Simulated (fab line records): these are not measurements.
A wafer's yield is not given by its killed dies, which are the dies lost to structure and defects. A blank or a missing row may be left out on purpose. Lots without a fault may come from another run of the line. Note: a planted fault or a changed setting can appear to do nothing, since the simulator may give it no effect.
A single fault, viewed from 2 desks	flow berkeleyCmos170	what lay behind the numbers comes last; until then each desk has only its own

FROM THE METROLOGY DESK
What the gauges read, lot by lot, whatever tool the lot ran on: means of the sampled wafers that have a number. The brackets show how far a lot's mean lies from the usual mean; more than 4 standard deviations puts the lot out of limits, marked OUT.
Columns: A = PVT_TW at UCB170_PVT_TW_MEAS_09, usual 511.0; B = GATE_OXIDE_THK at UCB170_GATE_THK_MEAS_02, usual 6.65 nm
lot	first seen here	A	B
L969	day 6 10:06	506.5	6.66
L970	day 6 21:01	511.9	6.63
L971	day 6 21:32	507.4	6.62
L973	day 7 14:31	513.8	6.67
L972	day 7 14:47	513.2	6.54
L975	day 7 20:41	508.6	6.61
L977	day 8 03:40	508.5	6.42
L981	day 8 23:05	511.1	6.73
L983	day 8 23:11	507.9	6.73
L985	day 9 19:43	515.7	6.40
L987	day 10 09:30	513.8	6.70
L989	day 10 21:49	510.2	6.71
L991	day 11 02:34	511.8	6.67
L992	day 11 19:32	511.3	6.60
This desk found nothing out of limits on any of the 14 lots.

DESK OF THE TOOL OWNER: implanter-04
For each lot that ran on this tool, the mean over its sampled wafers that have a number, from the tool's own readings at UCB170_PVT_IMPLANT_07. The brackets show how far a lot's mean lies from the usual mean; more than 4 standard deviations puts the lot out of limits, marked OUT.
Columns: A = beamOnS at UCB170_PVT_IMPLANT_07, usual 10.01 s; B = doseIonsCm2 at UCB170_PVT_IMPLANT_07, usual 1.9998e+12; C = faradayCurrentUA at UCB170_PVT_IMPLANT_07, usual 6.34; D = tiltDeg at UCB170_PVT_IMPLANT_07, usual 7.002 degrees
lot	first seen here	A	B	C	D
L975	day 7 20:26	10.12	1.9983e+12	6.29	6.999
L981	day 8 22:51	10.14	2.0266e+12 (+12) OUT	6.36	7.023
L985	day 9 19:29	9.89	2.0227e+12 (+10) OUT	6.52	7.000
This desk's verdict: out of limits on L981, L985, starting with L981 at day 8 22:51 (doseIonsCm2 at UCB170_PVT_IMPLANT_07). L975: within limits.

ALL TOGETHER
The tool owner's desk had the chance to raise an alarm at day 8 22:51 on L981, L985.
From the metrology desk's view, nothing was out of limits.
The metrology desk holds a record of L981, L985, inside its limits.
All the named lots went through UCB170_PVT_IMPLANT_07 on implanter-04.

WHAT THE SIMULATOR HAD INSERTED
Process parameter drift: implanter-04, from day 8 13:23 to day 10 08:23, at UCB170_PVT_IMPLANT_07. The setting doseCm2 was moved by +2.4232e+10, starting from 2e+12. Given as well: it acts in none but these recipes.
Struck lots among those shown: L981, L985.
Delay in hours, fault start to first out-of-limits reading, by desk: the tool owner's desk at 9.
